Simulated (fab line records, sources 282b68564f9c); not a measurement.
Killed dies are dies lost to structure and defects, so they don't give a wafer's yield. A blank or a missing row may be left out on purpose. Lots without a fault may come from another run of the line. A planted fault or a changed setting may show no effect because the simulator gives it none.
A struck lot beside a sound one | flow rit_cmos | 43 steps out of a route of 202
Sound: wafers L473.2, L473.3, L473.5. Struck: wafers L477.2, L477.3, L477.6. The cause comes at the end.
At each step with rows: each side's tool, then ch and its chambers, then its first start. Under that, the readings that differ: sound wafers | struck wafers | difference of the means | sigmas: that difference in standard deviations of wafers without a fault.
alike: readings whose means differ by less than 2 such deviations, and words and numbers that are the same on both sides. not compared: withheld readings, readings that some wafer has no value for, bounds like >300 that may hide the same value, and numbers for which the record gives no deviation and whose values overlap.
The two part at a step that has a row with sigmas, a row that says differs or no value, or rows on one side only. Numbers that don't overlap but have no deviation are shown without sigmas and don't part them. A reading that every wafer of one side lacks parts them only if that side has two wafers or more.

first, 2 steps without rows for these wafers: RIT_ACTIVE_PEB_09; RIT_ACTIVE_DEVELOP_10 (develop time 50 s).
RIT_ACTIVE_CD_MEAS_11: target cd 1400 nm.
  sound on cd_sem-02, day 1 14:46; struck on cd_sem-02, day 2 10:30
  alike: cd_nm
then, 1 step without rows for these wafers: RIT_ACTIVE_HARDBAKE_12 (time 60 s).
RIT_ACTIVE_ETCH_13: etches Si3N4 in SF6, stops on SiO2, time 210 s, target depth 210 nm.
  sound on rie_diel-04 ch 0,1,2, day 1 15:06; struck on rie_diel-04 ch 2,3, day 2 10:45
  alike: drypump_motor_current_A, oes_product_au, throttle_valve_pct
  not compared: rf_hours_counter_h
RIT_ACTIVE_STRIP_14: strips in O2, time 180 s.
  sound on plasma_asher-04 ch 0,1, day 1 15:14; struck on plasma_asher-02 ch 0,1, day 2 10:53
  alike: drypump_motor_current_A
  not compared: rf_hours_counter_h
RIT_ACTIVE_CD_MEAS_90: target cd 1400 nm.
  sound on cd_sem-02, day 1 15:26; struck on cd_sem-01, day 2 11:05
  alike: cd_nm
then, 4 steps without rows for these wafers: RIT_ACTIVE_CLEAN_15 (cleans in SC1, time 600 s); RIT_ACTIVE_CLEAN_16 (cleans in dHF, time 30 s); RIT_ACTIVE_CLEAN_17 (cleans in SC2, time 600 s); RIT_FOX1_OXIDATION_00 (target thk 350.7 nm, ox time 1130 s).
RIT_FOX1_THK_MEAS_01:
  sound on film_metro-02, day 1 18:23; struck on film_metro-01, day 2 15:16
  alike: FOX1_OXIDE_THK
RIT_FOX1_WET_ETCH_02: etches SiO2 in BOE, target depth 350 nm, time 390 s.
  sound on wet_bench-01 ch 3, day 1 18:26; struck on wet_bench-01 ch 1, day 2 15:19
then, 1 step without rows for these wafers: RIT_FOX2_OXIDATION_00 (target thk 350.7 nm, ox time 1130 s).
RIT_FOX2_THK_MEAS_01:
  sound on film_metro-03, day 1 19:52; struck on film_metro-04, day 2 17:02
  alike: FOX2_OXIDE_THK
then, 2 steps without rows for these wafers: RIT_FOX2_CLEAN_02 (cleans in dHF, time 180 s); RIT_FOX2_WET_ETCH_03 (etches Si3N4 in H3PO4, target depth 195 nm, time 2700 s).
RIT_FOX2_THK_MEAS_90:
  sound on film_metro-01, day 1 20:46; struck on film_metro-01, day 2 17:55
  alike: FIELD_OXIDE_LEFT_1_THK
then, 6 steps without rows for these wafers: RIT_NWELL_HMDS_00 (prime time 60 s); RIT_NWELL_COAT_01 (resist thk 1300 nm); RIT_NWELL_SOFTBAKE_02 (time 60 s); RIT_NWELL_EXPOSE_03 (exposes mask M2, target cd 43900 nm); RIT_NWELL_PEB_04; RIT_NWELL_DEVELOP_05 (develop time 68 s).
RIT_NWELL_OVL_MEAS_06:
  sound on overlay-02, day 1 21:49; struck on overlay-01, day 2 19:04
  alike: NWELL_OVL
then, 2 steps without rows for these wafers: RIT_NWELL_HARDBAKE_07 (time 120 s); RIT_NWELL_IMPLANT_08.
RIT_NWELL_STRIP_09: strips in O2, time 180 s.
  sound on plasma_asher-01 ch 0,1, day 1 22:17; struck on plasma_asher-03 ch 0,1, day 2 19:30
  alike: drypump_motor_current_A
  not compared: rf_hours_counter_h
RIT_NWELL_TW_MEAS_10:
  sound on film_metro-03, day 1 22:28; struck on film_metro-03, day 2 19:41
  alike: NWELL_TW
then, 6 steps without rows for these wafers: RIT_PWELL_HMDS_00 (prime time 60 s); RIT_PWELL_COAT_01 (resist thk 1300 nm); RIT_PWELL_SOFTBAKE_02 (time 60 s); RIT_PWELL_EXPOSE_03 (exposes mask M3, target cd 43700 nm); RIT_PWELL_PEB_04; RIT_PWELL_DEVELOP_05 (develop time 68 s).
RIT_PWELL_OVL_MEAS_06:
  sound on overlay-01, day 1 23:24; struck on overlay-01, day 2 20:45
  alike: PWELL_OVL
then, 2 steps without rows for these wafers: RIT_PWELL_HARDBAKE_07 (time 120 s); RIT_PWELL_IMPLANT_08.
RIT_PWELL_STRIP_09: strips in O2, time 180 s.
  sound on plasma_asher-04 ch 0,1, day 1 23:50; struck on plasma_asher-02 ch 0,1, day 2 21:11
  alike: drypump_motor_current_A
  not compared: rf_hours_counter_h
RIT_PWELL_TW_MEAS_10:
  sound on film_metro-03, day 2 00:01; struck on film_metro-02, day 2 21:22
  alike: PWELL_TW
then, 1 step without rows for these wafers: RIT_WELLDRIVE_ANNEAL_00 (time 14700 s).
RIT_WELLDRIVE_RS_MEAS_01: measures by four-point-probe.
  sound on film_metro-02, day 2 05:52; struck on film_metro-01, day 3 04:10
  alike: NWELL_RS
RIT_M1_PROBE_99:
  the record has rows for the struck wafers here (prober-02, day 4 10:42) and none for the sound ones

WHERE THEY PART
Only at RIT_M1_PROBE_99, within this record.

WHY: what the simulator had put in
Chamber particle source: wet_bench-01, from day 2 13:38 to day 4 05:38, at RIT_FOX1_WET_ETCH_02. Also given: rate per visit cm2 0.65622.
